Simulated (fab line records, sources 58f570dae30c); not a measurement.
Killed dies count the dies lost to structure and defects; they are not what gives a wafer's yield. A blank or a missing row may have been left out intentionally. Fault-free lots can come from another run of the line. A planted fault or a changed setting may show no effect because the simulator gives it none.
What tool caused it? || flow berkeley cmos170 || Sampling: 14 lots, 42 wafers, 4 of 331 route steps

## WHAT THE GAUGES SHOWED, per wafer
UCB170_PVT_OVL_MEAS_06.
{"lot": "L114", "measured": "day 5 23:28", "on": "overlay-01", "PVT_OVL (nm)": "-3 -2 -3"}
{"lot": "L115", "measured": "day 5 23:38", "on": "overlay-02", "PVT_OVL (nm)": "2 0 -4"}
{"lot": "L112", "measured": "day 5 23:55", "on": "overlay-01", "PVT_OVL (nm)": "1 -8 -2"}
{"lot": "L117", "measured": "day 6 11:26", "on": "overlay-02", "PVT_OVL (nm)": "-23 0 -12"}
{"lot": "L116", "measured": "day 6 11:32", "on": "overlay-01", "PVT_OVL (nm)": "-7 -10 2"}
{"lot": "L119", "measured": "day 7 07:46", "on": "overlay-02", "PVT_OVL (nm)": "-5 -2 -2"}
{"lot": "L118", "measured": "day 7 07:58", "on": "overlay-02", "PVT_OVL (nm)": "8 -1 0"}
{"lot": "L124", "measured": "day 8 06:29", "on": "overlay-02", "PVT_OVL (nm)": "1 -3 3"}
{"lot": "L123", "measured": "day 8 06:44", "on": "overlay-01", "PVT_OVL (nm)": "-7 -4 -5"}
{"lot": "L125", "measured": "day 8 11:08", "on": "overlay-02", "PVT_OVL (nm)": "-12 -4 -5"}
{"lot": "L128", "measured": "day 9 12:45", "on": "overlay-01", "PVT_OVL (nm)": "0 -6 -3"}
{"lot": "L129", "measured": "day 9 13:02", "on": "overlay-02", "PVT_OVL (nm)": "-4 -10 -5"}
{"lot": "L135", "measured": "day 10 13:56", "on": "overlay-02", "PVT_OVL (nm)": "-2 2 -2"}
{"lot": "L134", "measured": "day 10 14:00", "on": "overlay-01", "PVT_OVL (nm)": "-5 -8 -8"}

UCB170_GATE_THK_MEAS_02.
{"lot": "L114", "measured": "day 6 06:23", "on": "film metro-02", "GATE_OXIDE_THK (nm)": "6.57 6.47 6.64"}
{"lot": "L115", "measured": "day 6 06:23", "on": "film metro-03", "GATE_OXIDE_THK (nm)": "6.61 6.52 6.58"}
{"lot": "L112", "measured": "day 6 06:28", "on": "film metro-02", "GATE_OXIDE_THK (nm)": "6.83 6.80 6.64"}
{"lot": "L117", "measured": "day 6 16:05", "on": "film metro-04", "GATE_OXIDE_THK (nm)": "6.59 6.57 6.57"}
{"lot": "L116", "measured": "day 6 16:04", "on": "film metro-02", "GATE_OXIDE_THK (nm)": "6.75 6.78 6.64"}
{"lot": "L119", "measured": "day 7 11:18", "on": "film metro-03", "GATE_OXIDE_THK (nm)": "6.49 6.49 6.37"}
{"lot": "L118", "measured": "day 7 11:23", "on": "film metro-03", "GATE_OXIDE_THK (nm)": "6.57 6.61 6.72"}
{"lot": "L124", "measured": "day 8 11:25", "on": "film metro-04", "GATE_OXIDE_THK (nm)": "5.05 5.06 4.89 5.06 5.09 4.91"}
{"lot": "L123", "measured": "day 8 11:25", "on": "film metro-03", "GATE_OXIDE_THK (nm)": "5.11 5.14 5.14 5.12 5.12 5.17"}
{"lot": "L125", "measured": "day 8 17:17", "on": "film metro-04", "GATE_OXIDE_THK (nm)": "6.59 6.47 6.48"}
{"lot": "L128", "measured": "day 9 18:35", "on": "film metro-03", "GATE_OXIDE_THK (nm)": "6.53 6.56 6.54"}
{"lot": "L129", "measured": "day 9 18:37", "on": "film metro-02", "GATE_OXIDE_THK (nm)": "6.58 6.71 6.66"}
{"lot": "L135", "measured": "day 10 19:44", "on": "film metro-03", "GATE_OXIDE_THK (nm)": "6.79 6.84 6.77"}
{"lot": "L134", "measured": "day 10 19:44", "on": "film metro-02", "GATE_OXIDE_THK (nm)": "6.46 6.74 6.57"}

## TOOL THAT RAN EACH LOT (tool first, then ch and the chambers of the sampled wafers, then the start)
{"lot": "L114", "UCB170_PVT_STRIP_08": "plasma asher-02 ch 0, day 5 23:39", "UCB170_GATE_OXIDATION_01": "furnace-04 ch 0, day 6 04:53"}
{"lot": "L115", "UCB170_PVT_STRIP_08": "plasma asher-03 ch 0,1, day 5 23:49", "UCB170_GATE_OXIDATION_01": "furnace-04 ch 0, day 6 04:53"}
{"lot": "L112", "UCB170_PVT_STRIP_08": "plasma asher-04 ch 0,1, day 6 00:07", "UCB170_GATE_OXIDATION_01": "furnace-04 ch 0, day 6 04:53"}
{"lot": "L117", "UCB170_PVT_STRIP_08": "plasma asher-02 ch 0,1, day 6 11:39", "UCB170_GATE_OXIDATION_01": "furnace-04 ch 0, day 6 14:34"}
{"lot": "L116", "UCB170_PVT_STRIP_08": "plasma asher-03 ch 0,1, day 6 11:44", "UCB170_GATE_OXIDATION_01": "furnace-04 ch 0, day 6 14:34"}
{"lot": "L119", "UCB170_PVT_STRIP_08": "plasma asher-03 ch 0, day 7 07:58", "UCB170_GATE_OXIDATION_01": "furnace-01 ch 0, day 7 09:48"}
{"lot": "L118", "UCB170_PVT_STRIP_08": "plasma asher-02 ch 0,1, day 7 08:10", "UCB170_GATE_OXIDATION_01": "furnace-01 ch 0, day 7 09:48"}
{"lot": "L124", "UCB170_PVT_STRIP_08": "plasma asher-02 ch 0,1, day 8 06:40", "UCB170_GATE_OXIDATION_01": "furnace-01 ch 0, day 8 09:55"}
{"lot": "L123", "UCB170_PVT_STRIP_08": "plasma asher-03 ch 0,1, day 8 06:56", "UCB170_GATE_OXIDATION_01": "furnace-01 ch 0, day 8 09:55"}
{"lot": "L125", "UCB170_PVT_STRIP_08": "plasma asher-02 ch 0,1, day 8 11:19", "UCB170_GATE_OXIDATION_01": "furnace-04 ch 0, day 8 15:47"}
{"lot": "L128", "UCB170_PVT_STRIP_08": "plasma asher-04 ch 0,1, day 9 12:56", "UCB170_GATE_OXIDATION_01": "furnace-04 ch 0, day 9 17:05"}
{"lot": "L129", "UCB170_PVT_STRIP_08": "plasma asher-03 ch 0,1, day 9 13:14", "UCB170_GATE_OXIDATION_01": "furnace-04 ch 0, day 9 17:05"}
{"lot": "L135", "UCB170_PVT_STRIP_08": "plasma asher-03 ch 0,1, day 10 14:08", "UCB170_GATE_OXIDATION_01": "furnace-02 ch 0, day 10 18:14"}
{"lot": "L134", "UCB170_PVT_STRIP_08": "plasma asher-02 ch 0,1, day 10 14:11", "UCB170_GATE_OXIDATION_01": "furnace-02 ch 0, day 10 18:14"}
- UCB170_PVT_STRIP_08: strips in O2.
- UCB170_GATE_OXIDATION_01: target thk 6.6 nm, ox time 1800 s.

## WHAT THE TOOLS THEMSELVES READ (means of the sampled wafers that have a number; where no wafer has one, the mark that the record gives instead)
UCB170_PVT_STRIP_08.
{"lot": "L114", "tool": "plasma asher-02", "drypump motor current A (A)": 5.4, "oes product au (a.u.)": 0.735, "strip time to endpoint s (s)": 21.67}
{"lot": "L115", "tool": "plasma asher-03", "drypump motor current A (A)": 5.7, "oes product au (a.u.)": 0.741, "strip time to endpoint s (s)": 21.65}
{"lot": "L112", "tool": "plasma asher-04", "drypump motor current A (A)": 5.3, "oes product au (a.u.)": 0.735, "strip time to endpoint s (s)": 21.65}
{"lot": "L117", "tool": "plasma asher-02", "drypump motor current A (A)": 5.2, "oes product au (a.u.)": 0.737, "strip time to endpoint s (s)": 21.69}
{"lot": "L116", "tool": "plasma asher-03", "drypump motor current A (A)": 5.6, "oes product au (a.u.)": 0.735, "strip time to endpoint s (s)": 21.55}
{"lot": "L119", "tool": "plasma asher-03", "drypump motor current A (A)": 5.6, "oes product au (a.u.)": 0.732, "strip time to endpoint s (s)": 21.71}
{"lot": "L118", "tool": "plasma asher-02", "drypump motor current A (A)": 5.2, "oes product au (a.u.)": 0.738, "strip time to endpoint s (s)": 21.55}
{"lot": "L124", "tool": "plasma asher-02", "drypump motor current A (A)": 5.2, "oes product au (a.u.)": 0.733, "strip time to endpoint s (s)": 21.57}
{"lot": "L123", "tool": "plasma asher-03", "drypump motor current A (A)": 5.7, "oes product au (a.u.)": 0.731, "strip time to endpoint s (s)": 21.63}
{"lot": "L125", "tool": "plasma asher-02", "drypump motor current A (A)": 5.2, "oes product au (a.u.)": 0.732, "strip time to endpoint s (s)": 21.67}
{"lot": "L128", "tool": "plasma asher-04", "drypump motor current A (A)": 5.3, "oes product au (a.u.)": 0.734, "strip time to endpoint s (s)": 21.57}
{"lot": "L129", "tool": "plasma asher-03", "drypump motor current A (A)": 5.6, "oes product au (a.u.)": 0.733, "strip time to endpoint s (s)": 21.70}
{"lot": "L135", "tool": "plasma asher-03", "drypump motor current A (A)": 5.7, "oes product au (a.u.)": 0.742, "strip time to endpoint s (s)": 21.58}
{"lot": "L134", "tool": "plasma asher-02", "drypump motor current A (A)": 5.0, "oes product au (a.u.)": 0.732, "strip time to endpoint s (s)": 21.58}

UCB170_GATE_OXIDATION_01.
{"lot": "L114", "tool": "furnace-04", "spike tc centre C (C)": 852.6, "spike tc load C (C)": 872.0, "spike tc source C (C)": 869.2, "tube center temp C (C)": 850, "tube_center_temp_C_max": 852.6}
{"lot": "L115", "tool": "furnace-04", "spike tc centre C (C)": 852.4, "spike tc load C (C)": 872.7, "spike tc source C (C)": 869.5, "tube center temp C (C)": 850, "tube_center_temp_C_max": 852.2}
{"lot": "L112", "tool": "furnace-04", "spike tc centre C (C)": 853.6, "spike tc load C (C)": 871.6, "spike tc source C (C)": 868.8, "tube center temp C (C)": 850, "tube_center_temp_C_max": 852.1}
{"lot": "L117", "tool": "furnace-04", "spike tc centre C (C)": 853.1, "spike tc load C (C)": 873.0, "spike tc source C (C)": 869.4, "tube center temp C (C)": 850, "tube_center_temp_C_max": 852.3}
{"lot": "L116", "tool": "furnace-04", "spike tc centre C (C)": 852.7, "spike tc load C (C)": 871.9, "spike tc source C (C)": 869.1, "tube center temp C (C)": 850, "tube_center_temp_C_max": 852.2}
{"lot": "L119", "tool": "furnace-01", "spike tc centre C (C)": 854.4, "spike tc load C (C)": 871.8, "spike tc source C (C)": 872.5, "tube center temp C (C)": 850, "tube_center_temp_C_max": 852.2}
{"lot": "L118", "tool": "furnace-01", "spike tc centre C (C)": 854.2, "spike tc load C (C)": 872.2, "spike tc source C (C)": 873.1, "tube center temp C (C)": 850, "tube_center_temp_C_max": 852.2}
{"lot": "L124", "tool": "furnace-01", "spike tc centre C (C)": 834.4, "spike tc load C (C)": 853.0, "spike tc source C (C)": 851.7, "tube center temp C (C)": 830, "tube_center_temp_C_max": 831.9}
{"lot": "L123", "tool": "furnace-01", "spike tc centre C (C)": 834.1, "spike tc load C (C)": 852.1, "spike tc source C (C)": 851.0, "tube center temp C (C)": 830, "tube_center_temp_C_max": 831.8}
{"lot": "L125", "tool": "furnace-04", "spike tc centre C (C)": 853.2, "spike tc load C (C)": 872.5, "spike tc source C (C)": 869.0, "tube center temp C (C)": 850, "tube_center_temp_C_max": 852.0}
{"lot": "L128", "tool": "furnace-04", "spike tc centre C (C)": 853.9, "spike tc load C (C)": 871.6, "spike tc source C (C)": 868.7, "tube center temp C (C)": 850, "tube_center_temp_C_max": 852.3}
{"lot": "L129", "tool": "furnace-04", "spike tc centre C (C)": 853.2, "spike tc load C (C)": 873.2, "spike tc source C (C)": 869.4, "tube center temp C (C)": 850, "tube_center_temp_C_max": 852.1}
{"lot": "L135", "tool": "furnace-02", "spike tc centre C (C)": 852.2, "spike tc load C (C)": 873.7, "spike tc source C (C)": 873.1, "tube center temp C (C)": 850, "tube_center_temp_C_max": 852.4}
{"lot": "L134", "tool": "furnace-02", "spike tc centre C (C)": 852.0, "spike tc load C (C)": 874.0, "spike tc source C (C)": 873.7, "tube center temp C (C)": 850, "tube_center_temp_C_max": 851.9}

## THE ANSWER, worked out from the rows above alone
Rule: the lots themselves supply what counts as usual. Put in order of their means at a reading, lots are off if they are a third of the lots or fewer, leave a main group of 4 or more, and stand apart from it by a gap of 3 or more times the standard deviation of the main group's means; of several such gaps the widest counts. If all means in a main group match to the digits the tables above print for the reading, that group is not used. Also off: a lot with no number at a reading for which 4 or more lots have one. The other lots that the step has rows for count as sound. After the gauges, taken in route order, come the tools' own readings; for these a lot's mean is taken, as printed above. The first step at which some lot is off is used, and at that step the reading that is off furthest; a lot without a number counts as furthest.
Off: L124, L123, seen at UCB170_GATE_THK_MEAS_02 (GATE_OXIDE_THK). The main group: mean 6.61 nm, standard deviation 0.099.
A tool fits if, at a process step before that reading, it ran every lot that is off, and no sound lot after the first of them. The gauges at UCB170_GATE_THK_MEAS_02 aren't tried: what is off there is off at UCB170_GATE_OXIDATION_01 too, on other tools, and a gauge's error can't cause that. One candidate fits, namely furnace-01 at UCB170_GATE_OXIDATION_01. Its last sound lot is L118 (day 7 09:48), its first lot that is off L123 (day 8 09:55): a fault that began between those two fits.
The tool's own readings at UCB170_GATE_OXIDATION_01 bear it out: on the lots that are off they differ by more than 5 times the standard deviation of the sound lots' means. spike tc centre C reads 834.2 C there against 853.1 C on the sound lots; spike tc load C reads 852.5 C there against 872.5 C on the sound lots; spike tc source C reads 851.4 C there against 870.5 C on the sound lots; tube center temp C reads 830 C there against 850 C on the sound lots; tube_center_temp_C_max reads 831.8 there against 852.2 on the sound lots.

## WHAT THE SIMULATOR PUT IN
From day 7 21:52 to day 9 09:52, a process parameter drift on furnace-01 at UCB170_GATE_OXIDATION_01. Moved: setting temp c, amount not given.
Lots struck among those shown: L124, L123. The same result came from the rule above.
